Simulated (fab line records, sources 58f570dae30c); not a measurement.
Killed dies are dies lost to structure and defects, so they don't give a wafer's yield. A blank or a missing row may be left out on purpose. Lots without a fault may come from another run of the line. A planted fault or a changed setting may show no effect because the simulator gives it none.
fab line records | flow berkeley_cmos170
record lots=6 wafers=18 last_day=10
route steps=331 shown PVT@117 GATE@125 FIELD@126
lots that met no fault: from a run of the same line without faults
start_h: hours from the record's first day to the start of the lot's first wafer shown | wait_h: hours since the lot's step before | " the same as in the row above | L1.1+2: a row that stands for several wafers | - no value, or no start given | * or withheld: withheld | < > ~ a bound
route shown NAME@n: a module of which the file shows steps, and the number in the route of the first | usual: mean/standard deviation of fault-free wafers | same: alike in all rows | chamber/n: place in a boat | sites: the reading at each site | _std_site: their standard deviation | _edge_site: outer sites' mean less inner sites' | radius_mm: how far each site lies from the wafer's centre | mask NAME#n: copy n | behind: the tool/chamber that last shaped the wafer | hold: why the lot was held/for how many hours/how that ended | device: the transistor (n, p or np) that didn't switch | end of line: the same wafers' tests at the end of the route | a step without rows: its recipe alone | killed: dies lost to structure and defects at the first sort, not the wafer's yield | map: a wafer's dies, x killed, . not, _ none there
set.NAME: the setting as run; set.NAME@STEP: as run at that earlier step | model.NAME: the simulator's own value behind a step, which no gauge read
lots at some steps of the route; a table a step, a row a wafer
services: from which hour (start_h, from the record's first day; less than 0 if before it) a tool's chamber was out of use, for how many hours, and why
## steps
# step UCB170_PVT_SOFTBAKE_02
# recipe resist=KrF temp_c=130 time_s=60
# step UCB170_PVT_EXPOSE_03
# recipe mask_id=NWELL target_cd_nm=3000 na=0.5 sigma_outer=0.6 source_shape=conventional dose_mj=30
# step UCB170_PVT_PEB_04
# recipe peb_temp_c=130 peb_time_s=withheld resist=KrF
# step UCB170_PVT_DEVELOP_05
# recipe developer=TMAH develop_time_s=45 resist=KrF dev_temp_c=21
# step UCB170_PVT_OVL_MEAS_06
# usual PVT_OVL=1/4.6
# columns lot.wafer tool chamber start_h wait_h PVT_OVL[nm]
L718.1 overlay-02 - 132.33 - 5
L718.3 " - " " 2
L718.5 " - " " 3
L719.2 overlay-02 - 132.45 - 6
L719.4 " - " " 8
L719.6 " - " " 9
L721.2 overlay-01 - 156.76 - -4
L721.4 " - " " -6
L721.6 " - " " -6
L722.1 overlay-01 - 157.03 - 3
L722.3 " - " " -4
L722.4 " - " " -1
L725.1 overlay-01 - 166.26 - 7
L725.3 " - " " 8
L725.6 " - " " -6
L726.1 overlay-02 - 190.81 - 3
L726.5 " - " " 6
L726.6 " - " " -1
# step UCB170_PVT_IMPLANT_07
# recipe species=P dose_cm2=2e+12 energy_kev=30 tilt_deg=7
# step UCB170_PVT_STRIP_08
# recipe chemistry=O2 power_w=400 pressure_mtorr=3500 platen_temp_c=withheld o2_flow_sccm=400 overash_fraction=0.5
# usual chamber_pressure_mTorr=3500/3.4 drypump_motor_current_A=5.8/0.58 oes_product_au=0.734/0.0042 strip_time_to_endpoint_s=21.64/0.065
# columns lot.wafer tool chamber start_h wait_h chamber_pressure_mTorr drypump_motor_current_A oes_product_au rf_hours_counter_h strip_time_to_endpoint_s
L718.1 plasma_asher-03 1 132.51 0.1 3505 6.0 0.728 40 21.73
L718.3 " 0 " " 3497 5.0 0.736 - 21.63
L718.5 " 1 " " 3502 6.1 0.736 - 21.69
L719.2 plasma_asher-04 1 132.63 0.1 3499 6.1 0.731 2 21.68
L719.4 " 0 " " 3501 6.7 0.743 - 21.74
L719.6 " 0 " " 3495 6.6 0.732 - 21.79
L721.2 plasma_asher-04 0 156.94 0.1 3497 6.7 0.738 4 21.64
L721.4 " 0 " " 3498 6.7 0.733 - 21.69
L721.6 " 1 " " 3503 6.1 0.735 - 21.68
L722.1 plasma_asher-03 0 157.22 0.1 3501 5.0 0.728 44 21.59
L722.3 " 0 " " 3496 5.0 0.734 - 21.59
L722.4 " 1 " " 3497 6.1 0.727 - 21.57
L725.1 plasma_asher-03 0 166.45 0.1 3502 5.0 0.730 45 21.73
L725.3 " 1 " " 3499 6.1 0.733 - 21.75
L725.6 " 0 " " 3500 5.0 0.738 - 21.67
L726.1 plasma_asher-02 0 191.00 0.1 3496 5.1 0.740 49 21.56
L726.5 " 0 " " 3496 5.1 0.730 - 21.57
L726.6 " 1 " " 3496 5.8 0.737 - 21.56
# step UCB170_PVT_TW_MEAS_09
# usual PVT_TW=508/3.4
# columns lot.wafer tool chamber start_h wait_h PVT_TW
L718.1 film_metro-02 - 132.65 0.1 505
L718.3 " - " " 507
L718.5 " - " " 505
L719.2 film_metro-02 - 132.74 0.1 506
L719.4 " - " " 506
L719.6 " - " " 506
L721.2 film_metro-02 - 157.05 0.1 503
L721.4 " - " " 503
L721.6 " - " " 507
L722.1 film_metro-04 - 157.40 0.1 512
L722.3 " - " " 512
L722.4 " - " " 515
L725.1 film_metro-01 - 166.55 0.1 509
L725.3 " - " " 506
L725.6 " - " " 505
L726.1 film_metro-01 - 191.10 0.1 510
L726.5 " - " " 510
L726.6 " - " " 508
# step UCB170_GATE_WET_ETCH_00
# recipe chemistry=dHF dilution=25:1 target=SiO2 temp_c=25 time_s=200
# step UCB170_FIELD_THK_MEAS_91
# recipe reads=SiO2_of_FIELD_OXIDATION_01
# usual FIELD_OXIDE_LEFT_2_THK=352/10
# columns lot.wafer tool chamber start_h wait_h FIELD_OXIDE_LEFT_2_THK[nm]
L718.1 film_metro-04 - 132.80 0.0 373
L718.3 " - " " 357
L718.5 " - " " 355
L719.2 film_metro-02 - 133.01 0.0 353
L719.4 " - " " 362
L719.6 " - " " 363
L722.1 film_metro-02 - 158.30 0.0 342
L722.3 " - " " 356
L722.4 " - " " 352
L721.2 film_metro-04 - 158.31 0.0 349
L721.4 " - " " 354
L721.6 " - " " 353
L725.1 film_metro-04 - 167.01 0.0 349
L725.3 " - " " 351
L725.6 " - " " 352
L726.1 film_metro-01 - 191.24 0.0 362
L726.5 " - " " 363
L726.6 " - " " 358
# step UCB170_GATE_OXIDATION_01
# recipe temp_c=850 ambient=O2 target_thk_a=66 ox_time_s=1800
# step UCB170_GATE_THK_MEAS_02
# recipe reads=SiO2_of_GATE_OXIDATION_01
# usual GATE_OXIDE_THK=6.53/0.12
# columns lot.wafer tool chamber start_h wait_h GATE_OXIDE_THK[nm]
L718.1 film_metro-01 - 135.89 0.1 6.53
L718.3 " - " " 6.42
L718.5 " - " " 6.43
L719.2 film_metro-02 - 135.96 0.1 6.45
L719.4 " - " " 6.40
L719.6 " - " " 6.42
L721.2 film_metro-02 - 161.96 0.0 6.80
L721.4 " - " " 6.66
L721.6 " - " " 6.67
L722.1 film_metro-03 - 162.00 0.1 6.65
L722.3 " - " " 6.61
L722.4 " - " " 6.54
L725.1 film_metro-01 - 172.03 0.0 6.50
L725.3 " - " " 6.47
L725.6 " - " " 6.38
L726.1 film_metro-02 - 195.67 0.1 6.56
L726.5 " - " " 6.24
L726.6 " - " " 6.43
# step UCB170_GATE_ANNEAL_03
# recipe temp_c=900 time_s=1800 ambient=N2
# usual spike_tc_centre_C=904.1/2.4 spike_tc_load_C=925.9/1.2 time_s=1800/0 zone_power_centre_pct=39.7/2.5
# columns lot.wafer tool chamber start_h wait_h spike_tc_centre_C spike_tc_load_C time_s zone_power_centre_pct
L718.1 furnace-04 0 140.08 4.2 906.0 925.6 1800 41.7
L718.3 " 0 " " 907.6 925.2 1800 40.6
L718.5 " 0 " " 905.8 926.8 1800 40.9
L719.2 furnace-04 0 140.08 4.1 905.2 924.8 1800 40.6
L719.4 " 0 " " 906.5 925.7 1800 40.8
L719.6 " 0 " " 907.5 926.2 1800 41.3
L721.2 furnace-04 - 164.94 3.0 - - - -
L721.4 " - " " - - - -
L721.6 " - " " - - - -
L722.1 furnace-04 - 164.94 2.9 - - - -
L722.3 " - " " - - - -
L722.4 " - " " - - - -
L725.1 furnace-04 0 173.69 1.7 904.8 922.9 1800 41.5
L725.3 " 0 " " 905.9 925.4 1800 40.4
L725.6 " 0 " " 906.2 925.5 1800 41.1
L726.1 furnace-02 0 202.08 6.4 903.1 927.4 1800 36.4
L726.5 " 0 " " 901.4 927.6 1800 34.9
L726.6 " 0 " " 901.0 926.6 1800 35.6
# step UCB170_GATE_CVD_04
# recipe material=poly-Si temp_c=610 precursor=SiH4 time_s=1440 pressure_mtorr=375 target_thk_nm=214 sih4_flow_sccm=120
## services
# columns tool chamber start_h hours kind
plasma_asher-04 - 108.75 9.0 pm
plasma_asher-04 0 108.75 9.0 vent_cycle
plasma_asher-04 1 108.75 9.0 vent_cycle
plasma_asher-04 0 117.75 - clean
plasma_asher-04 1 117.75 - clean
plasma_asher-04 - 140.02 2.8 pm
plasma_asher-02 - 158.13 6.6 pm
furnace-04 - 201.16 3.3 pm
## key
first_sign step=UCB170_GATE_ANNEAL_03 reading=tool_record direction=missing
effect none on later readings
met_at UCB170_GATE_ANNEAL_03
struck_wafers L721.2,L721.4,L721.6,L722.1,L722.3,L722.4
later_rows_left_out L721.2,L721.4,L721.6,L722.1,L722.3,L722.4
sort_left_out L721.2,L721.4,L721.6,L722.1,L722.3,L722.4
tester_left_out L721,L722
onset_between 140.08 164.94
fault kind=skipped_step_whole tool=furnace-04 chamber=- onset_h=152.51 steps=UCB170_GATE_ANNEAL_03 scope=struck_lots_only
# tester_left_out: of these lots the tester's yield and bins aren't shown, on N5 and GAA mostly nor the transistor test; their killed dies are dies lost to structure and defects alone, not to doping, threshold or leakage, so they don't give the yield
# sort_left_out: the simulated sort isn't trusted on such a fault, so these wafers' sort isn't shown, and their yield isn't known
# later_rows_left_out: the simulator's readings of these wafers behind a module that went badly wrong aren't trusted and aren't shown, but for the sort
